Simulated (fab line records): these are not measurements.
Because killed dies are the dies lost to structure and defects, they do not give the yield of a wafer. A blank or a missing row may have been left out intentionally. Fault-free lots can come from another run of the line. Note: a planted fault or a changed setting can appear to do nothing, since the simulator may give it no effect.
A struck lot beside a sound one ; flow rit cmos ; 14 steps out of a route of 202
Sound: these wafers, L951.2, L951.3, L951.5. The struck wafers were L941.1, L941.3, L941.4. The cause is given at the end.
Each step with rows lists, per side, the tool, then ch with its chambers, then its first start. Under that, the readings that differ: sound wafers ; struck wafers ; difference of the means ; sigmas: that difference in standard deviations of wafers without a fault.
alike: readings whose means differ by less than 2 such deviations, and words and numbers that are the same on both sides. not compared: withheld readings, readings that some wafer has no value for, bounds like >300 that may hide the same value, and numbers for which the record gives no deviation and whose values overlap.
A row with sigmas, a row that says differs or no value, or rows on one side alone: a step with any of these is where the two part. Non-overlapping numbers with no deviation appear without sigmas and do not part them. A reading that every wafer of one side lacks parts them only if that side has two wafers or more.

first, 3 steps without rows for these wafers: RIT_GATE_CLEAN_02 (cleans in dHF, time 30 s); RIT_GATE_CLEAN_03 (cleans in SC2, time 600 s); RIT_GATE_CLEAN_04 (cleans in dHF, time 60 s).
RIT_FOX2_THK_MEAS_91:
  sound: film metro-01 at day 5 21:51; struck: film metro-01 at day 3 23:09
  alike: FIELD_OXIDE_LEFT_2_THK
then, 2 steps without rows for these wafers: RIT_GATE_OXIDATION_05 (target thk 3 nm, ox time 270 s); RIT_GATE_ANNEAL_06 (time 600 s).
RIT_GATE_THK_MEAS_07:
  sound: film metro-01 at day 6 00:03; struck: film metro-04 at day 4 01:10
  alike: GATE_OXIDE_THK
then, 1 step without rows for these wafers: RIT_GATE_CVD_08 (deposits poly-Si from SiH4, target thk 250 nm, time 2220 s).
RIT_GATE_THK_MEAS_09:
  sound: film metro-01 at day 6 02:32; struck: film metro-01 at day 4 03:08
  alike: GATE_POLY_THK
then, 3 steps without rows for these wafers: RIT_GATE_HMDS_10 (prime time 60 s); RIT_GATE_COAT_11 (resist thk 857.1 nm); RIT_GATE_SOFTBAKE_12 (time 60 s).
RIT_GATE_EXPOSE_13: exposes mask M6, target cd 150 nm.
  struck on iline stepper-02, day 4 03:46; sound on iline stepper-01 ch 0, day 6 03:11
  no value came back on the struck wafers for exposure dose mJ cm2, focus offset nm (nm); on the sound wafers exposure dose mJ cm2 reads 380.6 380.2 380.1
  alike: mask
after that, 1 step had no rows for these wafers: RIT_GATE_PEB_14.

WHERE THEY PART
Only at RIT_GATE_EXPOSE_13, within this record.

WHY: whatever the simulator had introduced
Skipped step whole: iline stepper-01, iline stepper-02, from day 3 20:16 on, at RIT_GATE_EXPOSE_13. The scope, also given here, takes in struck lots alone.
